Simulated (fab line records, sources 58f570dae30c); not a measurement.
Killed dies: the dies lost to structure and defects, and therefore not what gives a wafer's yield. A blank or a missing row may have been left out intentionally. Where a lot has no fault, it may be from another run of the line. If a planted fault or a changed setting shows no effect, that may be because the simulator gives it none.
Code-filled problem report in 8D (eight disciplines) form :: flow berkeleyCmos170 :: the parts of the form that need people (team, actions taken, sign-off) are left out

== 1. THE ISSUE ==
Mean of cdNm at UCB170_M3_CD_MEAS_90: 675.4 nm across 4 wafers in 2 lots; on wafers with no fault it is 700.8 nm (standard deviation 2.8). Measured from the usual mean, that is -9.1 standard deviations.
The step: target cd 700 nm.
First seen on wafer L976.5, day 10 11:23, on cdSem-02. The record has a number at this step for 41 wafers belonging to 14 lots. The rule behind "out" and "out of limits": a value lying over 4 standard deviations away from the usual mean. Any other wafer with a number is counted as sound.

== 2. WHAT IT IS AND WHAT IT IS NOT ==
question: which readings at this step
is: cdNm
is not: -

question: which lots
is: L976, L979
is not: L963, L964, L965, L966, L967, L970, L972, L973, L980, L981, L982, L983

question: which wafers of those lots
is: L976.5, L979.2, L979.3, L979.6
is not: L976.2

question: read on which gauges
is: cdSem-01, cdSem-02
is not: -

question: when
is: from day 10 11:23
is not: up to then (25 sound wafers); but 12 sound wafers of L980, L981, L982, L983 came after

== 3. WHAT RULES OUT EACH SUSPECT ==
Counting: any tool at a process step up to the reading remains a suspect provided it ran every lot that is out. Sound lots after the first of them don't rule it out here, since some wafers of a struck lot are sound.
- the gauge at UCB170_M3_CD_MEAS_90 has been ruled out. Those wafers that are out were read across 2 gauges (cdSem-01, cdSem-02).
- cmp-01 at UCB170_V1_CMP_02 (polishes SiO2): kept. It processed each lot that is out (first: L976, day 10 00:23); up to then, its last sound lot is L967 (day 8 01:03).
- rieMetal-01 at UCB170_M3_METAL_ETCH_18 (etches Al in Cl2/BCl3, stops on SiO2, target depth 1170 nm, time 195 s): kept. It processed each lot that is out (first: L976, day 10 11:04); up to then, its last sound lot is L973 (day 9 14:49).
- Within cmp-01 at UCB170_V1_CMP_02: the wafers that are out ran in chambers 0, 1, 3; their sound lot-mates ran in chamber 2.
- Within rieMetal-01 at UCB170_M3_METAL_ETCH_18: the wafers that are out ran in chamber 0; their sound lot-mates ran in chamber 1.
The count leaves rieMetal-01 at UCB170_M3_METAL_ETCH_18 and cmp-01 at UCB170_V1_CMP_02.

== 4. THE CAUSE (what the simulator had put in) ==
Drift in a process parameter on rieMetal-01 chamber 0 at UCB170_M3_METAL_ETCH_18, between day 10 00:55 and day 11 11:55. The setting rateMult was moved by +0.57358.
Counting left 2 suspects, and this tool is among them.

== 5. THE EFFECT CHAIN, in route order ==
Rows list readings where the struck wafers' mean (over those with a number) sits beyond 3 standard deviations from the usual. Only readings whose record carries a usual standard deviation are examined. hours: median over the lots of the time between each lot's start at the first step of this table that gives one and its start at this step. sigmas: the change, counted in usual standard deviations.
hours: 0
step: UCB170_M3_STRIP_19
reading: oesProductAu
usual: 0.549 a.u.
on struck wafers: 0.316
change: -0.234
sigmas: -15

hours: 0
step: UCB170_M3_CD_MEAS_90
reading: cdNm
usual: 700.8 nm
on struck wafers: 675.4
change: -25.4
sigmas: -9.1
The process steps in it:
- UCB170_M3_STRIP_19: strips in O2.

== 6. WHAT WOULD HAVE CAUGHT IT SOONER ==
10 hours passed between the start of the fault at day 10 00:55 and the first reading out of limits at a measuring or inspecting step in this record, taken at day 10 11:23.
Tool readings at UCB170_M3_METAL_ETCH_18 with a usual standard deviation given in the record: none out on any struck wafer, hence no alarm at a limit of 4 standard deviations on them.
Among the 2 lots that are out, L979 began UCB170_M3_METAL_ETCH_18 on rieMetal-01 after day 10 11:23. It would have been spared by a hold on the tool at that moment.
